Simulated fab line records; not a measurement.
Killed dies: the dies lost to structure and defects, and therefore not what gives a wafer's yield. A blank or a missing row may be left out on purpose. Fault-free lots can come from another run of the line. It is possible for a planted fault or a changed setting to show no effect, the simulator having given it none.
The tool behind it: which one? + flow berkeley cmos170 + 21 wafers from 7 lots sampled at 2 of the route's 331 steps

== WHAT THE GAUGES READ, wafer by wafer ==
UCB170_V2_THK_MEAS_04.
| lot  | measured     | on            | V2_POLISHED_THK (nm) |
|------|--------------|---------------|----------------------|
| L823 | day 9 06:40  | film metro-03 | 1000.3 998.5 999.7   |
| L825 | day 9 17:59  | film metro-04 | 999.5 1000.4 999.4   |
| L831 | day 10 18:46 | film metro-02 | 999.9 1000.1 1002.1  |
| L835 | day 11 12:57 | film metro-03 | 1000.3 1002.0 1000.1 |
| L839 | day 11 15:52 | film metro-02 | 1001.3 1001.0 1001.0 |
| L840 | day 12 00:30 | film metro-03 | 1000.7 999.4 1000.3  |
| L845 | day 13 07:38 | film metro-04 | 998.9 999.8 999.8    |

== WHAT TOOL EACH LOT RAN ON (gives the tool, then ch and the chambers of the sampled wafers, and finally the start) ==
| lot  | UCB170_PSD_STRIP_09                  |
|------|--------------------------------------|
| L823 | plasma asher-02 ch 0,1, day 8 09:28  |
| L825 | plasma asher-04 ch 0,1, day 8 16:21  |
| L831 | plasma asher-02 ch 0,1, day 9 15:47  |
| L835 | plasma asher-03 ch 1, day 10 14:32   |
| L839 | plasma asher-04 ch 0,1, day 10 19:03 |
| L840 | plasma asher-04 ch 0,1, day 11 01:20 |
| L845 | plasma asher-04 ch 0,1, day 12 09:37 |
- UCB170_PSD_STRIP_09: strips in O2.

== THE ANSWER, worked out from the rows above alone ==
Rule: the usual values come from the lots themselves. The widest of any qualifying gaps counts: lots, ordered by their means at a reading, are off when they make up no more than a third of the lots, leave a main group of 4 or more, and stand apart from it by 3 or more times the standard deviation of that group's means. A main group whose means are all the same, to the digits that the tables above print for the reading, isn't used. Also off: a lot with no number at a reading for which 4 or more lots have one. Where the step has rows for the other lots, those lots are counted as sound.
Across all readings shown, no lot is off: no conclusion can be drawn from this.

== WHAT THE SIMULATOR PUT IN ==
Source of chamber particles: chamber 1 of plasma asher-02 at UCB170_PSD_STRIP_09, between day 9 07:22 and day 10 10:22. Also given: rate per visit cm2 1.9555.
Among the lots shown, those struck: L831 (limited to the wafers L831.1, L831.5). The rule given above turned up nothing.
